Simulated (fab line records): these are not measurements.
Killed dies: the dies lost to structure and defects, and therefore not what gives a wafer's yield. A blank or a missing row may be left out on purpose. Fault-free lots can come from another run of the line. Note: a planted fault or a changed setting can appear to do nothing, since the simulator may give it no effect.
Check for tools in common + flow berkeleyCmos170 + 36 wafers sampled across 12 lots

WHAT PROMPTED THE OPENING
At UCB170_SCREENOX_THK_MEAS_02 the reading SCREENOX_OXIDE_THK is flagged on 2 of 12 lots. Wafers without a fault read 14.26 nm, standard deviation 0.27.
Rule: a lot is flagged when every wafer of it that has a number lies more than 4 standard deviations from that mean, or none has a number. As for the other lots, they are considered sound.

| lot  | measured     | on           | SCREENOX_OXIDE_THK (nm), wafer by wafer | flag    |
|------|--------------|--------------|-----------------------------------------|---------|
| L904 | day 5 21:44  | filmMetro-04 | 14.56 14.48 14.63                       |         |
| L906 | day 6 05:29  | filmMetro-02 | 14.27 14.18 14.39                       |         |
| L905 | day 6 05:29  | filmMetro-01 | 14.65 14.50 14.42                       |         |
| L908 | day 7 05:21  | filmMetro-02 | 14.40 14.58 14.48                       |         |
| L914 | day 8 19:14  | filmMetro-04 | 3.60 3.71 3.69                          | FLAGGED |
| L915 | day 8 19:14  | filmMetro-01 | 3.94 4.00 3.95                          | FLAGGED |
| L921 | day 10 06:15 | filmMetro-01 | 14.43 14.50 14.28                       |         |
| L922 | day 10 06:16 | filmMetro-04 | 14.69 14.42 14.77                       |         |
| L924 | day 10 23:46 | filmMetro-02 | 14.40 14.40 14.54                       |         |
| L925 | day 10 23:47 | filmMetro-04 | 14.31 14.16 14.41                       |         |
| L927 | day 11 15:26 | filmMetro-02 | 13.91 13.66 13.82                       |         |
| L926 | day 11 15:27 | filmMetro-01 | 13.94 13.94 14.04                       |         |
Average over the flagged lots: 3.81 nm; offset from the usual -10.45 nm, equal to -39 standard deviations.

TOOL THAT RAN EACH LOT
The record keeps 1 process step preceding the reading, out of 331 steps on the route. Cell contents, in order: the tool; ch with the chambers the sampled wafers went through; the start.
| lot  | flag    | UCB170_SCREENOX_OXIDATION_01  |
|------|---------|-------------------------------|
| L904 |         | furnace-02 ch 0, day 5 20:05  |
| L906 |         | furnace-01 ch 0, day 6 03:49  |
| L905 |         | furnace-01 ch 0, day 6 03:49  |
| L908 |         | furnace-04 ch 0, day 7 03:41  |
| L914 | FLAGGED | furnace-02 ch 0, day 8 17:35  |
| L915 | FLAGGED | furnace-02 ch 0, day 8 17:35  |
| L921 |         | furnace-04 ch 0, day 10 04:35 |
| L922 |         | furnace-04 ch 0, day 10 04:35 |
| L924 |         | furnace-04 ch 0, day 10 22:06 |
| L925 |         | furnace-04 ch 0, day 10 22:06 |
| L927 |         | furnace-04 ch 0, day 11 13:46 |
| L926 |         | furnace-04 ch 0, day 11 13:46 |
These steps, and what they do:
- UCB170_SCREENOX_OXIDATION_01: target thk 14.4 nm, ox time 2400 s.
- UCB170_SCREENOX_THK_MEAS_02

FLAGGED AGAINST TOTAL, ONE TOOL AT A TIME (gauges that did the reading follow at the end)
| step                         | tool         | lots run | flagged | share of the flagged lots | sound lots run after its first flagged lot |
|------------------------------|--------------|----------|---------|---------------------------|--------------------------------------------|
| UCB170_SCREENOX_OXIDATION_01 | furnace-01   | 2        | 0       | none                      | -                                          |
| UCB170_SCREENOX_OXIDATION_01 | furnace-02   | 3        | 2       | all                       | 0                                          |
| UCB170_SCREENOX_OXIDATION_01 | furnace-04   | 7        | 0       | none                      | -                                          |
| UCB170_SCREENOX_THK_MEAS_02  | filmMetro-01 | 4        | 1       | some                      | 2 (L921,L926)                              |
| UCB170_SCREENOX_THK_MEAS_02  | filmMetro-02 | 4        | 0       | none                      | -                                          |
| UCB170_SCREENOX_THK_MEAS_02  | filmMetro-04 | 4        | 1       | some                      | 2 (L922,L925)                              |

WHAT THE TABLE ALLOWS
Rows of the table that ran each flagged lot: 1, that is furnace-02 at UCB170_SCREENOX_OXIDATION_01.
- furnace-02 at UCB170_SCREENOX_OXIDATION_01 ran 3 lots, 2 of them flagged. Last sound lot L904 at day 5 20:05, first flagged lot L914 at day 8 17:35; a fault beginning in between fits. Its own readings (spikeTcCentreC, spikeTcLoadC, spikeTcSourceC, tubeCenterTempC, tube_center_temp_C_max) fall more than 4 standard deviations out on all wafers of the flagged lots.
Just one tool remains: furnace-02 at UCB170_SCREENOX_OXIDATION_01.

WHAT WAS PUT IN BY THE SIMULATOR
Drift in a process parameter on furnace-02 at UCB170_SCREENOX_OXIDATION_01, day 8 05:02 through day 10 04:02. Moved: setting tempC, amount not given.
Struck lots among those shown: L914, L915. Same finding as the rule above.
